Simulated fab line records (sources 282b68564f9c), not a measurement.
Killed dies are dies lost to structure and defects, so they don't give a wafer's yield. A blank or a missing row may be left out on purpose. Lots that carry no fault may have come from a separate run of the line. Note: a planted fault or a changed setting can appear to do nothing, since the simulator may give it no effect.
fab line records | flow rit-cmos
[record] lots = 6 wafers = 18 last-day = 7
route steps=202 shown PRETRO@69 GATE@75 FOX2@80 M1@202
lots that met no fault: from a run of the same line without faults
start-h: hours from the record's first day to the start of the lot's first wafer shown | wait-h: hours elapsed since this lot's preceding step | " repeats the value in the row above | L1.1+2: a single row standing in for several wafers | - no value, or no start was given | * or withheld: withheld | < > ~ a bound
route shown NAME@n: NAME is a module with steps in the file, n the number in the route of the first one | usual: the fault-free wafers' mean and standard deviation | same: alike in all rows | chamber/n: place in a boat | sites: the reading at each site | _std_site: standard deviation of those values | _edge_site: inner sites' mean taken away from outer sites' mean | radius-mm: for every site, how far away it sits from the centre of the wafer | mask NAME#n: copy n | behind: tool/chamber where the wafer was last shaped | hold: reason for holding the lot/hours on hold/outcome of the hold | device: the n, p or np transistor that did not switch | end of line: tests run on the same wafers once the route is complete | a step given without rows: its recipe and nothing more | killed: dies lost to structure and defects at the first sort, not the wafer's yield | map: the dies of a wafer, with x for killed, . for not killed, _ for no die there
set.NAME: the setting as run; set.NAME@STEP: as run at that earlier step | model.NAME: the simulator's own value behind a step, which no gauge read
certain route steps with their lots: each step a table, each wafer a row
services: a tool's chamber out of use, with start hour (start-h, from the record's first day; less than 0 if before it), hours out, and reason
[[steps]]
[step RIT_PRETRO_DEVELOP_05]
[recipe] resist = NOVOLAK develop-time-s = 68 dev-temp-c = 23
[step RIT_PRETRO_OVL_MEAS_06]
[usual] PRETRO_OVL = 1.1/1.1
// columns lot.wafer tool chamber start-h wait-h PRETRO_OVL[nm]
L815.2 overlay-01 - 45.57 - 0.8
L815.3 " - " " 1.8
L815.4 " - " " 1.6
L825.1 overlay-01 - 96.10 - 2.8
L825.2 " - " " 0.7
L825.3 " - " " 1.9
L827.1 overlay-02 - 105.40 - 1.4
L827.2 " - " " 2.0
L827.6 " - " " 1.4
L829.2 overlay-02 - 116.58 - -0.6
L829.3 " - " " -0.2
L829.6 " - " " 0.6
L831.3 overlay-02 - 126.28 - 1.7
L831.5 " - " " 0.5
L831.6 " - " " 1.9
L833.2 overlay-02 - 136.13 - 0.8
L833.4 " - " " 0.5
L833.5 " - " " 2.5
[step RIT_PRETRO_HARDBAKE_07]
[recipe] resist = NOVOLAK temp-c = 140 time-s = 120
[step RIT_PRETRO_IMPLANT_08]
[recipe] species = B energy-kev = 45 dose-cm2 = 1.2e+13 tilt-deg = 7
[step RIT_PRETRO_STRIP_09]
[recipe] chemistry = O2 time-s = 180 resist = NOVOLAK platen-temp-c = withheld power-w = 500 pressure-mtorr = 4000 o2-flow-sccm = 4000
[usual] drypump-motor-current-A = 5.5/0.51 o2-flow-sccm = 4001/13
// columns lot.wafer tool chamber start-h wait-h drypump-motor-current-A o2-flow-sccm rf-hours-counter-h
L815.2 plasma-asher-01 1 46.00 0.1 5.2 4004 17
L815.3 " 1 " " 5.2 4001 -
L815.4 " 0 " " 5.2 3999 -
L825.1 plasma-asher-01 0 96.54 0.1 5.2 4015 22
L825.2 " 1 " " 5.2 3969 22
L825.3 " 1 " " 5.2 3994 -
L827.1 plasma-asher-01 0 105.83 0.1 5.2 3988 23
L827.2 " 1 " " 5.2 3980 23
L827.6 " 0 " " 5.2 4003 -
L829.2 plasma-asher-01 0 117.02 0.1 5.2 3998 25
L829.3 " 1 " " 5.2 4025 -
L829.6 " 0 " " 5.2 4005 -
L831.3 plasma-asher-02 1 126.76 0.1 5.1 4019 -
L831.5 " 0 " " 6.1 4004 -
L831.6 " 1 " " 5.1 4004 -
L833.2 plasma-asher-03 1 136.56 0.1 5.7 4022 52
L833.4 " 1 " " 5.7 4013 -
L833.5 " 0 " " 6.7 3997 -
[step RIT_PRETRO_TW_MEAS_10]
[usual] PRETRO_TW = 479/7.2
// columns lot.wafer tool chamber start-h wait-h PRETRO_TW
L815.2 film-metro-01 - 46.18 0.1 478
L815.3 " - " " 480
L815.4 " - " " 477
L825.1 film-metro-02 - 96.71 0.1 489
L825.2 " - " " 486
L825.3 " - " " 487
L827.1 film-metro-04 - 106.01 0.1 468
L827.2 " - " " 469
L827.6 " - " " 471
L829.2 film-metro-02 - 117.21 0.1 490
L829.3 " - " " 486
L829.6 " - " " 489
L831.3 film-metro-02 - 126.90 0.1 487
L831.5 " - " " 487
L831.6 " - " " 487
L833.2 film-metro-01 - 136.74 0.1 484
L833.4 " - " " 484
L833.5 " - " " 485
[step RIT_GATE_WET_ETCH_00]
[recipe] chemistry = BOE target = SiO2 target-depth-nm = 56 time-s = 60 dry = n2-spin dilution = 10:1 temp-c = 21.5
[step RIT_GATE_CLEAN_01]
[recipe] chemistry = SC1 mix = 3:3:50 time-s = 600 temp-c = 75
[step RIT_GATE_CLEAN_02]
[recipe] chemistry = dHF dilution = 50:1 time-s = 30
[step RIT_GATE_CLEAN_03]
[recipe] chemistry = SC2 mix = 3:3:50 time-s = 600 temp-c = 75 dry = n2-spin
[step RIT_GATE_CLEAN_04]
[recipe] chemistry = dHF dilution = 50:1 time-s = 60 dry = n2-spin
[step RIT_FOX2_THK_MEAS_91]
[recipe] reads = SiO2_of_FOX2_OXIDATION_00
[usual] FIELD_OXIDE_LEFT_2_THK = 259/6.2
// columns lot.wafer tool chamber start-h wait-h FIELD_OXIDE_LEFT_2_THK[nm]
L815.2 film-metro-01 - 46.66 0.0 259
L815.3 " - " " 259
L815.4 " - " " 262
L825.1 film-metro-03 - 97.22 0.0 260
L825.2 " - " " 256
L825.3 " - " " 264
L827.1 film-metro-03 - 106.48 0.0 249
L827.2 " - " " 249
L827.6 " - " " 245
L829.2 film-metro-02 - 117.69 0.0 269
L829.3 " - " " 267
L829.6 " - " " 272
L831.3 film-metro-02 - 127.37 0.0 253
L831.5 " - " " 264
L831.6 " - " " 260
L833.2 film-metro-03 - 137.22 0.0 251
L833.4 " - " " 252
L833.5 " - " " 252
[step RIT_GATE_OXIDATION_05]
[recipe] temp-c = 900 ambient = O2 target-thk-a = 30 ox-time-s = 270
[usual] spike-tc-centre-C = 902.4/1 spike-tc-load-C = 925.3/1.3 spike-tc-source-C = 923.3/1.1 tube-center-temp-C = 900/0.089 tube_center_temp_C_max = 902.4/0.41 zone-power-centre-pct = 39.3/2.1
[same] ox-time-s = 270
// columns lot.wafer tool chamber start-h wait-h spike-tc-centre-C spike-tc-load-C spike-tc-source-C tube-center-temp-C tube_center_temp_C_max zone-power-centre-pct model.SiO2_of_GATE_OXIDATION_05.thk-nm
L815.2 furnace-04 0 46.71 0.0 901.2 924.5 922.9 899.99 901.9 43.0 2.963
L815.3 " 0 " " 900.5 925.0 922.9 899.94 901.8 42.4 2.996
L815.4 " 0 " " 901.5 923.3 922.1 899.97 901.8 42.9 3.004
L825.1 furnace-02 0 97.28 0.1 902.7 925.7 922.7 899.92 902.0 37.9 3.106
L825.2 " 0 " " 902.7 925.9 922.7 900.04 903.1 38.3 3.008
L825.3 " 0 " " 902.4 926.0 922.4 899.99 902.3 37.6 3.058
L827.1 furnace-03 0 106.98 0.5 900.9 927.8 922.9 900 902.1 39.1 2.949
L827.2 " 0 " " 902.7 926.3 922.0 899.82 901.9 38.8 2.994
L827.6 " 0 " " 901.5 925.4 924.7 899.91 902.6 38.3 2.98
L829.2 furnace-02 0 119.04 1.3 921.5 946.3 941.5 920.01 922.0 38.4 3.826
L829.3 " 0 " " 922.9 944.2 942.3 920.04 922.5 39.1 3.861
L829.6 " 0 " " 921.3 946.2 944.4 919.92 921.9 38.4 3.877
L831.3 furnace-03 0 127.41 0.0 901.6 926.5 924.6 900 901.8 38.4 3.032
L831.5 " 0 " " 903.1 923.9 925.1 899.95 902.8 38.4 3.017
L831.6 " 0 " " 904.5 924.6 924.0 899.94 902.6 39.2 3.023
L833.2 furnace-02 0 137.27 0.0 922.8 945.6 942.7 919.93 921.8 38.5 3.82
L833.4 " 0 " " 922.9 945.7 942.3 920.18 921.9 38.8 3.724
L833.5 " 0 " " 924.3 947.6 940.8 920.05 922.2 38.4 3.768
[step RIT_GATE_ANNEAL_06]
[recipe] temp-c = 900 time-s = 600 ambient = N2O
[step RIT_GATE_THK_MEAS_07]
[recipe] reads = SiO2_of_GATE_OXIDATION_05
[usual] GATE_OXIDE_THK = 3.04/0.062
// columns lot.wafer tool chamber start-h wait-h GATE_OXIDE_THK[nm]
L815.2 film-metro-02 - 49.19 0.0 2.96
L815.3 " - " " 2.98
L815.4 " - " " 3.02
L825.1 film-metro-02 - 98.61 0.0 3.15
L825.2 " - " " 2.98
L825.3 " - " " 3.12
L827.1 film-metro-02 - 108.30 0.0 2.95
L827.2 " - " " 2.97
L827.6 " - " " 2.97
L829.2 film-metro-02 - 120.38 0.0 3.80
L829.3 " - " " 3.88
L829.6 " - " " 3.86
L831.3 film-metro-01 - 128.76 0.0 3.05
L831.5 " - " " 3.01
L831.6 " - " " 3.04
L833.2 film-metro-03 - 138.79 0.0 3.75
L833.4 " - " " 3.77
L833.5 " - " " 3.74
[step RIT_GATE_CVD_08]
[recipe] material = poly-Si target-thk-nm = 250 temp-c = 610 precursor = SiH4 time-s = 2220 pressure-mtorr = 300 sih4-flow-sccm = 100
[step RIT_M1_PROBE_99]
[usual] killed-at-front-end = 7.5/2.8 killed-dies = 7.6/2.8 killed-on-rim = 2.0/1.6 killed-open = 3.9/2.1 killed-short = 3.7/1.7
[same] gross-dies = 264 killed_at_M0_to_M3 = 0 killed_at_M4_up = 0 killed-at-back-side = 0 killed-at-contacts = 0 killed-at-other = 0
// columns lot.wafer tool chamber start-h wait-h killed-at-front-end killed-dies killed-on-rim killed-open killed-short model.etest.pmos_0p3.r-on-ohm-um model.etest.pmos-turned.r-on-ohm-um model.etest.pmos_0p15.r-on-ohm-um model.etest.nmos_0p3.r-on-ohm-um model.etest.nmos_0p15.r-on-ohm-um model.etest.nmos_0p15.drive-ua-um model.etest.nmos-narrow.drive-ua-um model.etest.nmos_0p3.drive-ua-um
L815.2 prober-02 - 73.63 0.1 8 8 2 4 4 6106 3385 2729 2144 1140 466 223.6 228.4
L815.3 prober-02 - 73.68 0.2 8 8 2 3 5 6147 3417 2775 2171 1170 453.2 226.6 228
L815.4 prober-02 - 73.73 0.2 10 10 1 4 6 6263 3437 2786 2170 1164 452.2 225.5 225.8
L825.1 prober-02 - 121.46 0.1 8 8 2 5 3 6694 3780 3028 2200 1175 449.3 219.8 217.4
L825.2 prober-02 - 121.51 0.1 7 7 0 2 3 6400 3659 2955 2148 1162 453.1 227.4 224.1
L825.3 prober-02 - 121.56 0.2 4 4 0 2 2 6500 3719 2987 2165 1152 444.6 223.3 220.8
L827.1 prober-02 - 131.15 0.1 5 5 2 1 4 6310 3614 2834 2123 1102 478.3 238.3 230.8
L827.2 prober-02 - 131.20 0.1 9 9 1 7 2 6429 3748 2969 2154 1135 451.1 226.9 225
L827.6 prober-02 - 131.40 0.2 8 8 0 2 6 6442 3732 2933 2140 1118 467.5 232.3 227.4
L829.2 prober-02 - 143.20 0.1 13 13 5 5 8 7883 3970 3195 2589 1238 379.3 155.4 159.3
L829.3 prober-02 - 143.25 0.2 7 7 1 3 4 7819 3967 3188 2610 1233 373.1 152.6 156.4
L829.6 prober-02 - 143.40 0.2 9 9 3 3 6 7891 4056 3241 2627 1276 369.7 154 156.8
L831.3 prober-02 - 151.71 0.2 6 6 2 4 2 6235 3398 2742 2155 1133 465.4 222.7 226.3
L831.5 prober-02 - 151.81 0.2 10 10 2 8 2 6303 3451 2767 2169 1161 464.9 222.9 229
L831.6 prober-02 - 151.86 0.2 9 9 1 3 6 6298 3545 2811 2183 1154 456.5 219.3 223
L833.2 prober-02 - 162.78 0.1 9 9 3 3 6 7708 3903 3096 2507 1181 396.7 165.1 164.3
L833.4 prober-02 - 162.88 0.2 6 6 1 2 4 7566 3864 3085 2455 1164 400.8 170.9 171.1
L833.5 prober-02 - 162.93 0.2 6 6 2 5 1 7534 3754 3061 2462 1153 405.4 167.5 167.7
// killed by level:class
L815.2 REOX:geometric-particle:open=2 FOX2:geometric-particle:open=1 FOX2:geometric-particle:short=1 GATE:geometric-particle:short=1 GATE:geometric-particle:open=1 REOX:geometric-particle:short=1 SILICIDE:geometric-particle:short=1
L815.3 GATE:geometric-particle:short=2 REOX:geometric-particle:short=2 FOX1:geometric-particle:open=1 FOX2:geometric-particle:short=1 GATE:geometric-particle:open=1 REOX:geometric-particle:open=1
L815.4 GATE:geometric-particle:open=3 SILICIDE:geometric-particle:short=3 GATE:geometric-particle:short=2 FOX1:geometric-particle:open=1 FOX1:geometric-particle:short=1
L825.1 SPACER:geometric-particle:open=3 GATE:geometric-particle:short=2 GATE:geometric-particle:open=1 SPACER:geometric-particle:short=1 SILICIDE:geometric-particle:open=1
L825.2 PLDD:coat-microbubble-printed=2 GATE:geometric-particle:short=1 SPACER:geometric-particle:open=1 SPACER:geometric-particle:short=1 SILICIDE:geometric-particle:short=1 SILICIDE:geometric-particle:open=1
L825.3 SPACER:geometric-particle:open=2 SPACER:geometric-particle:short=2
L827.1 SPACER:geometric-particle:short=2 GATE:geometric-particle:short=2 GATE:geometric-particle:open=1
L827.2 SPACER:geometric-particle:open=4 FOX1:geometric-particle:open=1 FOX2:geometric-particle:open=1 FOX2:geometric-particle:short=1 REOX:geometric-particle:open=1 SPACER:geometric-particle:short=1
L827.6 FOX1:geometric-particle:short=4 SPACER:geometric-particle:short=2 FOX1:geometric-particle:open=1 SPACER:geometric-particle:open=1
L829.2 GATE:geometric-particle:short=3 FOX1:geometric-particle:short=2 FOX1:geometric-particle:open=2 GATE:geometric-particle:open=2 FOX2:geometric-particle:short=1 REOX:geometric-particle:short=1 REOX:geometric-particle:open=1 SPACER:geometric-particle:short=1
L829.3 SILICIDE:geometric-particle:short=2 FOX1:geometric-particle:short=1 FOX2:geometric-particle:open=1 GATE:geometric-particle:short=1 SPACER:geometric-particle:open=1 SILICIDE:geometric-particle:open=1
L829.6 SILICIDE:geometric-particle:short=3 FOX1:geometric-particle:short=2 FOX1:geometric-particle:open=1 FOX2:geometric-particle:open=1 GATE:geometric-particle:short=1 SILICIDE:geometric-particle:open=1
L831.3 GATE:geometric-particle:open=2 FOX1:geometric-particle:short=1 FOX1:geometric-particle:open=1 GATE:geometric-particle:short=1 SPACER:geometric-particle:open=1
L831.5 FOX1:geometric-particle:open=3 GATE:geometric-particle:open=2 SPACER:geometric-particle:open=2 FOX2:geometric-particle:short=1 FOX2:geometric-particle:open=1 GATE:geometric-particle:short=1
L831.6 GATE:geometric-particle:short=2 SPACER:geometric-particle:short=2 FOX1:geometric-particle:short=1 FOX1:geometric-particle:open=1 GATE:geometric-particle:open=1 SPACER:geometric-particle:open=1 SILICIDE:geometric-particle:short=1
L833.2 GATE:geometric-particle:short=2 GATE:geometric-particle:open=2 REOX:geometric-particle:short=2 FOX1:geometric-particle:short=1 FOX2:geometric-particle:short=1 REOX:geometric-particle:open=1
L833.4 FOX2:geometric-particle:short=1 FOX2:geometric-particle:open=1 GATE:geometric-particle:short=1 REOX:geometric-particle:short=1 SILICIDE:geometric-particle:open=1 SILICIDE:geometric-particle:short=1
L833.5 GATE:geometric-particle:open=2 FOX2:geometric-particle:open=1 SILICIDE:geometric-particle:open=1 GATE:geometric-particle:short=1 REOX:geometric-particle:open=1
[[services]]
// columns tool chamber start-h hours kind
furnace-03 - 23.36 2.7 pm
furnace-04 - 53.00 3.2 pm
furnace-02 - 107.05 2.6 pm
plasma-asher-03 - 132.28 2.8 pm
plasma-asher-01 - 137.26 4.1 repair
[[key]]
[first-sign] step = RIT_GATE_OXIDATION_05 reading = tube-center-temp-C direction = up sigmas = 99+ usual = * struck = *
[effect] step = RIT_GATE_OXIDATION_05 reading = tube_center_temp_C_max direction = up sigmas = 48 usual = * struck = *
[effect] step = RIT_GATE_THK_MEAS_07 reading = GATE_OXIDE_THK direction = up sigmas = 12 usual = 3.04 struck = 3.80
[model-effect] step = RIT_GATE_OXIDATION_05 value = SiO2_of_GATE_OXIDATION_05.thk-nm without = 3.013 struck = 3.813
[model-effect] step = RIT_M1_PROBE_99 value = etest.pmos_0p3.r-on-ohm-um without = 6275 struck = 7733
met-at RIT_GATE_OXIDATION_05
struck-wafers L829.2,L829.3,L829.6,L833.2,L833.4,L833.5
tester-left-out L829,L833
onset-between 97.28 119.04
[fault] kind = process-parameter-drift tool = furnace-02 chamber = - onset-h = 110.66 steps = RIT_GATE_OXIDATION_05 channel = temp-c offset = * shape = step end-h = 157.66 acts-in = * stated = *
// tester-left-out: of these lots the tester's yield and bins aren't shown, on N5 and GAA mostly nor the transistor test; their killed dies are dies lost to structure and defects alone, not to doping, threshold or leakage, so they don't give the yield
